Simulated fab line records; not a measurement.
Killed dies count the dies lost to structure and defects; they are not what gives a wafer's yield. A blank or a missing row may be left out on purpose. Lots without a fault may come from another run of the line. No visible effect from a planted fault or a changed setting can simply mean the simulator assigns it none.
Commonality check across tools | flow rit_cmos | Lots sampled 14, wafers sampled 42

## THE REASON FOR OPENING IT
At RIT_NWELL_TW_MEAS_10 the reading NWELL_TW is flagged on 2 of 14 lots. Wafers without a fault read 2152, standard deviation 11.
Rule: a lot gets a flag if all its wafers with a number sit over 4 standard deviations from that mean, or if no wafer of it has a number. All remaining lots are regarded as sound.

lot  | measured    | on            | NWELL_TW, wafer by wafer | flag
L132 | day 2 04:22 | film_metro-03 | 2147 2144 2157           |
L133 | day 2 07:02 | film_metro-01 | 2156 2142 2138           |
L134 | day 2 13:23 | film_metro-04 | 2175 2162 2163           |
L135 | day 2 18:51 | film_metro-01 | 2150 2145 2143           |
L137 | day 3 05:16 | film_metro-03 | 2154 2155 2157           |
L139 | day 3 14:38 | film_metro-04 | 2170 2173 2169           |
L140 | day 3 18:34 | film_metro-01 | 2135 2133 2142           |
L142 | day 4 06:15 | film_metro-01 | 2454 2442 2457           | FLAGGED
L143 | day 4 10:13 | film_metro-04 | 2472 2476 2474           | FLAGGED
L147 | day 5 06:37 | film_metro-03 | 2141 2140 2152           |
L148 | day 5 13:02 | film_metro-03 | 2140 2139 2145           |
L149 | day 5 16:06 | film_metro-03 | 2140 2141 2146           |
L150 | day 5 21:04 | film_metro-04 | 2154 2164 2157           |
L151 | day 6 02:55 | film_metro-03 | 2142 2132 2139           |
On average the flagged lots' numbers are 2462, which is +310 against the usual, or +28 standard deviations.

## TOOL THAT RAN EACH LOT
The record keeps 1 process step preceding the reading, out of 202 steps on the route. Read each cell as the tool, then ch plus the chambers that the sampled wafers visited, then the start.
lot  | flag    | RIT_NWELL_IMPLANT_08
L132 |         | implanter-03 ch 0, day 2 04:04
L133 |         | implanter-03 ch 0, day 2 06:44
L134 |         | implanter-01 ch 0, day 2 13:04
L135 |         | implanter-03 ch 0, day 2 18:31
L137 |         | implanter-04 ch 0, day 3 04:58
L139 |         | implanter-01 ch 0, day 3 14:19
L140 |         | implanter-04 ch 0, day 3 18:17
L142 | FLAGGED | implanter-03 ch 0, day 4 05:56
L143 | FLAGGED | implanter-03 ch 0, day 4 09:55
L147 |         | implanter-04 ch 0, day 5 06:20
L148 |         | implanter-01 ch 0, day 5 12:44
L149 |         | implanter-01 ch 0, day 5 15:49
L150 |         | implanter-01 ch 0, day 5 20:46
L151 |         | implanter-01 ch 0, day 6 02:36
What these steps do:
- RIT_NWELL_IMPLANT_08
- RIT_NWELL_TW_MEAS_10

## FLAGGED OVER TOTAL, TOOL BY TOOL (the gauges that took the reading come last)
step                 | tool          | lots run | flagged | share of the flagged lots | sound lots run after its first flagged lot
RIT_NWELL_IMPLANT_08 | implanter-01  | 6        | 0       | none                      | -
RIT_NWELL_IMPLANT_08 | implanter-03  | 5        | 2       | all                       | 0
RIT_NWELL_IMPLANT_08 | implanter-04  | 3        | 0       | none                      | -
RIT_NWELL_TW_MEAS_10 | film_metro-01 | 4        | 1       | some                      | 0
RIT_NWELL_TW_MEAS_10 | film_metro-03 | 6        | 0       | none                      | -
RIT_NWELL_TW_MEAS_10 | film_metro-04 | 4        | 1       | some                      | 1 (L150)

## WHAT IS ALLOWED BY THE TABLE
All flagged lots share 1 row of the table, namely implanter-03 at RIT_NWELL_IMPLANT_08.
- implanter-03 at RIT_NWELL_IMPLANT_08: 2 of its 5 lots flagged. Last sound lot L135 at day 2 18:31, first flagged lot L142 at day 4 05:56; a fault beginning in between fits. Its own readings lie more than 4 standard deviations out on every wafer of the flagged lots: dose_ions_cm2, faraday_current_uA.
One tool is left: implanter-03 at RIT_NWELL_IMPLANT_08.

## WHAT WAS PUT IN BY THE SIMULATOR
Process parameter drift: implanter-03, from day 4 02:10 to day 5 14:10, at RIT_NWELL_IMPLANT_08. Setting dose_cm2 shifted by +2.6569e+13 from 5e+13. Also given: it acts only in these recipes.
Lots struck among those shown: L142, L143. The rule given above showed the same thing.
